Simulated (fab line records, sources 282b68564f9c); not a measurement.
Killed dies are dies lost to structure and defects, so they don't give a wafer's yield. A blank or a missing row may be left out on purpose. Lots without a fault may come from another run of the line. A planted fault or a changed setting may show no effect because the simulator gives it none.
fab line records | flow rit_cmos | part 2 of 2: steps 31 to 31 of 31
record lots=5 wafers=23
route steps=202 shown ACTIVE@14 FOX2@23 NWELL@29 PWELL@48 WELLDRIVE@50 NRETRO@54 PRETRO@66 GATE@81 M1@202
start_h: hours from the record's first day to the start of the lot's first wafer shown | wait_h: hours since the lot's step before | " the same as in the row above | L1.1+2: a row that stands for several wafers | - no value, or no start given | * or withheld: withheld | < > ~ a bound
route shown NAME@n: a module of which the file shows steps, and the number in the route of the first | usual: mean/standard deviation of fault-free wafers | same: alike in all rows | chamber/n: place in a boat | sites: the reading at each site | _std_site: their standard deviation | _edge_site: outer sites' mean less inner sites' | radius_mm: how far each site lies from the wafer's centre | mask NAME#n: copy n | behind: the tool/chamber that last shaped the wafer | hold: why the lot was held/for how many hours/how that ended | device: the transistor (n, p or np) that didn't switch | end of line: the same wafers' tests at the end of the route | a step without rows: its recipe alone | killed: dies lost to structure and defects at the first sort, not the wafer's yield | map: a wafer's dies, x killed, . not, _ none there
set.NAME: the setting as run; set.NAME@STEP: as run at that earlier step | model.NAME: the simulator's own value behind a step, which no gauge read
lots whose settings were changed on purpose; a table a step, a row a wafer
## steps
# step RIT_M1_PROBE_99
# usual killed_at_contacts=0.1/0.23 killed_at_front_end=7.5/2.7 killed_dies=7.6/2.6 killed_open=3.9/1.6 killed_short=3.6/2
# same gross_dies=264 killed_at_M0_to_M3=0 killed_at_M4_up=0 killed_at_back_side=0 killed_at_other=0
# columns lot.wafer tool chamber start_h wait_h set.temp_c@GATE_OXIDATION_05 set.develop_time_s@GATE_DEVELOP_15 killed_at_contacts killed_at_front_end killed_dies killed_open killed_short model.etest.nmos_0p3.drive_ua_um model.etest.nmos_0p3.r_on_ohm_um model.etest.pmos_0p15.r_on_ohm_um model.etest.pmos_0p3.r_on_ohm_um model.etest.pmos_turned.r_on_ohm_um
L074.1 prober-02 - 64.18 0.1 900 50 0 7 7 3 4 229.1 2106 2837 6405 3568
L074.2 prober-02 - 64.23 0.1 900 46.39 0 9 9 4 4 221 2192 3082 6616 3790
L074.3 prober-02 - 64.28 0.2 900 46.39 0 8 8 4 4 222.9 2187 3102 6607 3768
L074.4 prober-02 - 64.33 0.2 900 46.39 0 6 6 2 4 225 2149 2983 6465 3687
L074.6 prober-02 - 64.43 0.2 900 50 0 6 6 3 3 231.4 2105 2766 6306 3476
L077.1 prober-01 - 78.56 0.1 920.7 54.6 0 8 8 5 2 178.5 2320 2330 6770 2895
L077.2 prober-01 - 78.61 0.1 920.7 54.6 0 13 13 9 4 178.1 2327 2350 6667 2916
L077.3 prober-01 - 78.66 0.2 920.7 50 0 8 8 3 5 167.4 2491 2749 7089 3312
L077.4 prober-01 - 78.71 0.2 920.7 50 0 6 6 5 1 173.5 2464 2838 7102 3350
L077.6 prober-01 - 78.81 0.2 920.7 50 0 8 8 4 4 168.8 2463 2836 7192 3378
L078.1 prober-01 - 83.56 0.1 910.4 50 1 7 8 4 4 192.9 2290 2613 6502 3120
L078.2 prober-01 - 83.61 0.1 910.4 50 0 6 6 5 1 193.3 2285 2607 6476 3096
L078.3 prober-01 - 83.66 0.2 910.4 50 0 9 9 5 4 197.4 2287 2587 6359 3086
L078.4 prober-01 - 83.71 0.2 910.4 50 0 8 8 5 3 196.2 2304 2626 6504 3139
L078.5 prober-01 - 83.76 0.2 910.4 50 0 11 11 4 7 194.4 2305 2655 6498 3144
L079.2 prober-02 - 88.33 0.1 900 50 0 3 3 2 1 218.6 2244 2751 6340 3440
L079.5 prober-02 - 88.48 0.2 900 50 0 8 8 4 4 214.9 2259 2716 6451 3422
L079.6 prober-02 - 88.53 0.2 900 50 0 3 3 0 3 216.2 2241 2741 6470 3455
L081.1 prober-01 - 96.72 0.1 917.6 50 0 8 8 2 6 172.8 2475 2841 7282 3406
L081.2 prober-01 - 96.77 0.1 917.6 50 0 6 6 2 4 174.1 2434 2742 7003 3340
L081.3 prober-01 - 96.82 0.2 917.6 56.02 0 42 42 8 5 185.1 2256 2153 6430 2684
L081.4 prober-01 - 96.87 0.2 917.6 56.02 0 29 29 3 6 188.1 2284 2233 6576 2776
L081.5 prober-01 - 96.92 0.2 917.6 56.02 0 23 23 6 7 184.4 2312 2346 6622 2931
# killed by level:class
L074.1 FOX1:geometric_particle:short=4 SPACER:geometric_particle:open=1 GATE:geometric_particle:open=1 SILICIDE:geometric_particle:open=1
L074.2 FOX1:geometric_particle:short=3 REOX:geometric_particle:open=2 FOX2:geometric_particle:open=1 GATE:geometric_particle:open=1 SPACER:geometric_particle:short=1 GATE:area_develop=1
L074.3 FOX2:geometric_particle:short=2 GATE:geometric_particle:open=2 FOX1:geometric_particle:open=1 REOX:geometric_particle:short=1 SILICIDE:geometric_particle:short=1 SILICIDE:geometric_particle:open=1
L074.4 REOX:geometric_particle:short=2 FOX1:geometric_particle:short=1 GATE:geometric_particle:open=1 GATE:geometric_particle:short=1 REOX:geometric_particle:open=1
L074.6 GATE:geometric_particle:open=2 GATE:geometric_particle:short=2 REOX:geometric_particle:open=1 SPACER:geometric_particle:short=1
L077.1 GATE:geometric_particle:open=3 SPACER:geometric_particle:open=2 FOX2:geometric_particle:short=1 REOX:geometric_particle:short=1 GATE:area_develop=1
L077.2 SPACER:geometric_particle:open=5 GATE:geometric_particle:short=3 FOX1:geometric_particle:open=1 FOX2:geometric_particle:open=1 GATE:geometric_particle:open=1 REOX:geometric_particle:short=1 REOX:geometric_particle:open=1
L077.3 REOX:geometric_particle:short=3 SPACER:geometric_particle:open=3 FOX2:geometric_particle:short=1 SPACER:geometric_particle:short=1
L077.4 SPACER:geometric_particle:open=3 GATE:geometric_particle:open=2 FOX2:geometric_particle:short=1
L077.6 GATE:geometric_particle:short=3 FOX1:geometric_particle:open=2 GATE:geometric_particle:open=2 FOX1:geometric_particle:short=1
L078.1 FOX1:geometric_particle:short=2 SPACER:geometric_particle:open=2 GATE:geometric_particle:open=1 SILICIDE:geometric_particle:short=1 SILICIDE:geometric_particle:open=1 CONTACT:geometric_particle:short=1
L078.2 GATE:geometric_particle:open=3 FOX1:geometric_particle:open=1 FOX2:geometric_particle:open=1 GATE:geometric_particle:short=1
L078.3 GATE:geometric_particle:open=2 REOX:geometric_particle:short=2 SPACER:geometric_particle:short=2 SILICIDE:geometric_particle:open=2 FOX2:geometric_particle:open=1
L078.4 FOX1:geometric_particle:open=3 FOX1:geometric_particle:short=1 GATE:geometric_particle:open=1 REOX:geometric_particle:short=1 SPACER:geometric_particle:short=1 SPACER:geometric_particle:open=1
L078.5 SILICIDE:geometric_particle:short=3 SPACER:geometric_particle:short=2 SPACER:geometric_particle:open=2 FOX2:geometric_particle:short=1 GATE:geometric_particle:short=1 REOX:geometric_particle:open=1 SILICIDE:geometric_particle:open=1
L079.2 FOX2:geometric_particle:open=1 FOX2:geometric_particle:short=1 GATE:geometric_particle:open=1
L079.5 GATE:geometric_particle:open=3 GATE:geometric_particle:short=2 FOX2:geometric_particle:short=1 REOX:geometric_particle:open=1 SPACER:geometric_particle:short=1
L079.6 GATE:geometric_particle:short=1 REOX:geometric_particle:short=1 SILICIDE:geometric_particle:short=1
L081.1 FOX1:geometric_particle:short=2 SILICIDE:geometric_particle:short=2 GATE:geometric_particle:short=1 SPACER:geometric_particle:short=1 SPACER:geometric_particle:open=1 SILICIDE:geometric_particle:open=1
L081.2 GATE:geometric_particle:short=2 FOX1:geometric_particle:short=1 REOX:geometric_particle:open=1 SPACER:geometric_particle:short=1 SPACER:geometric_particle:open=1
L081.3 GATE:area_develop=29 SILICIDE:geometric_particle:open=3 FOX1:geometric_particle:open=2 FOX1:geometric_particle:short=2 GATE:geometric_particle:open=2 SILICIDE:geometric_particle:short=2 FOX2:geometric_particle:short=1 REOX:geometric_particle:open=1
L081.4 GATE:area_develop=19 REOX:geometric_particle:short=2 SILICIDE:geometric_particle:short=2 SILICIDE:geometric_particle:open=2 GATE:geometric_particle:short=1 REOX:geometric_particle:open=1 SPACER:geometric_particle:short=1 PSD:coat_microbubble_printed=1
L081.5 GATE:area_develop=10 SPACER:geometric_particle:short=3 SPACER:geometric_particle:open=2 SILICIDE:geometric_particle:open=2 SILICIDE:geometric_particle:short=2 FOX1:geometric_particle:open=1 GATE:geometric_particle:open=1 GATE:geometric_particle:short=1
## key
split step=RIT_ACTIVE_ETCH_13 setting=rf_w stated=125 by=wafer
response step=RIT_ACTIVE_ETCH_13 reading=model.NOVOLAK_of_ACTIVE_COAT_06.thk_nm change=-3.01 per=1% r=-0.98
response step=RIT_ACTIVE_ETCH_13 reading=model.SiO2_of_ACTIVE_OXIDATION_01.thk_nm change=-0.795 per=1% r=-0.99
response step=RIT_ACTIVE_ETCH_13 reading=model.ACTIVE.feature_depth_nm change=+0.79 per=1% r=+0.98
response step=RIT_FOX2_WET_ETCH_03 reading=model.SiO2_of_ACTIVE_OXIDATION_01.thk_nm change=-0.707 per=1% r=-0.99
split step=RIT_FOX2_OXIDATION_00 setting=ox_time_s stated=1130 by=lot
response step=RIT_FOX2_OXIDATION_00 reading=model.SiO2_of_FOX2_OXIDATION_00.thk_nm change=+2.08 per=1% r=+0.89
split step=RIT_NWELL_COAT_01 setting=spin_rpm stated=2000 by=wafer
response step=RIT_NWELL_COAT_01 reading=model.NOVOLAK_of_NWELL_COAT_01.thk_nm change=-6.4 per=1% r=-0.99
response step=RIT_NWELL_HARDBAKE_07 reading=model.NOVOLAK_of_NWELL_COAT_01.thk_nm change=-5.51 per=1% r=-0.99
split step=RIT_NWELL_IMPLANT_08 setting=dose_cm2 stated=5e+13 by=wafer
response step=RIT_NWELL_TW_MEAS_10 reading=NWELL_TW change=+7.31 per=1% r=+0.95
response step=RIT_WELLDRIVE_RS_MEAS_01 reading=NWELL_RS change=-1.67 per=1% r=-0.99
split step=RIT_PWELL_STRIP_09 setting=o2_flow_sccm stated=4000 by=wafer
response none clear
split step=RIT_NRETRO_COAT_01 setting=resist_thk_nm stated=1300 by=wafer
response step=RIT_NRETRO_COAT_01 reading=model.NOVOLAK_of_NRETRO_COAT_01.thk_nm change=+13.2 per=1% r=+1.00
response step=RIT_NRETRO_HARDBAKE_07 reading=model.NOVOLAK_of_NRETRO_COAT_01.thk_nm change=+11.4 per=1% r=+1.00
split step=RIT_NRETRO_IMPLANT_08 setting=energy_kev stated=70 by=wafer
response step=RIT_NRETRO_IMPLANT_08 reading=model.implant.rp_nm change=+0.872 per=1% r=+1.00
response step=RIT_NRETRO_IMPLANT_08 reading=model.implant.drp_nm change=+0.29 per=1% r=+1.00
split step=RIT_PRETRO_SOFTBAKE_02 setting=temp_c stated=90 by=wafer
response step=RIT_PRETRO_DEVELOP_05 reading=model.NOVOLAK_of_PRETRO_COAT_01.thk_nm change=-3.74 per=1% r=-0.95
split step=RIT_GATE_OXIDATION_05 setting=temp_c stated=900 by=lot
response step=RIT_GATE_OXIDATION_05 reading=model.SiO2_of_GATE_OXIDATION_05.thk_nm change=+0.341 per=1% r=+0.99
response step=RIT_GATE_THK_MEAS_07 reading=GATE_OXIDE_THK change=+0.331 per=1% r=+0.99
response step=RIT_M1_PROBE_99 reading=model.etest.nmos_0p3.drive_ua_um change=-21.3 per=1% r=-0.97
split step=RIT_GATE_DEVELOP_15 setting=develop_time_s stated=50 by=wafer
response step=RIT_GATE_ETCH_19 reading=model.GATE.cd_nm change=-1.77 per=1% r=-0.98
response step=RIT_M1_PROBE_99 reading=model.etest.pmos_0p3.r_on_ohm_um change=-44.3 per=1% r=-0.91
response step=RIT_M1_PROBE_99 reading=model.etest.pmos_turned.r_on_ohm_um change=-44.8 per=1% r=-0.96
response step=RIT_M1_PROBE_99 reading=model.etest.nmos_0p3.r_on_ohm_um change=-13.9 per=1% r=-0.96
response step=RIT_M1_PROBE_99 reading=model.etest.pmos_0p15.r_on_ohm_um change=-45.2 per=1% r=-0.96
split step=RIT_GATE_ETCH_19 setting=rf_w stated=160 by=wafer
response none clear
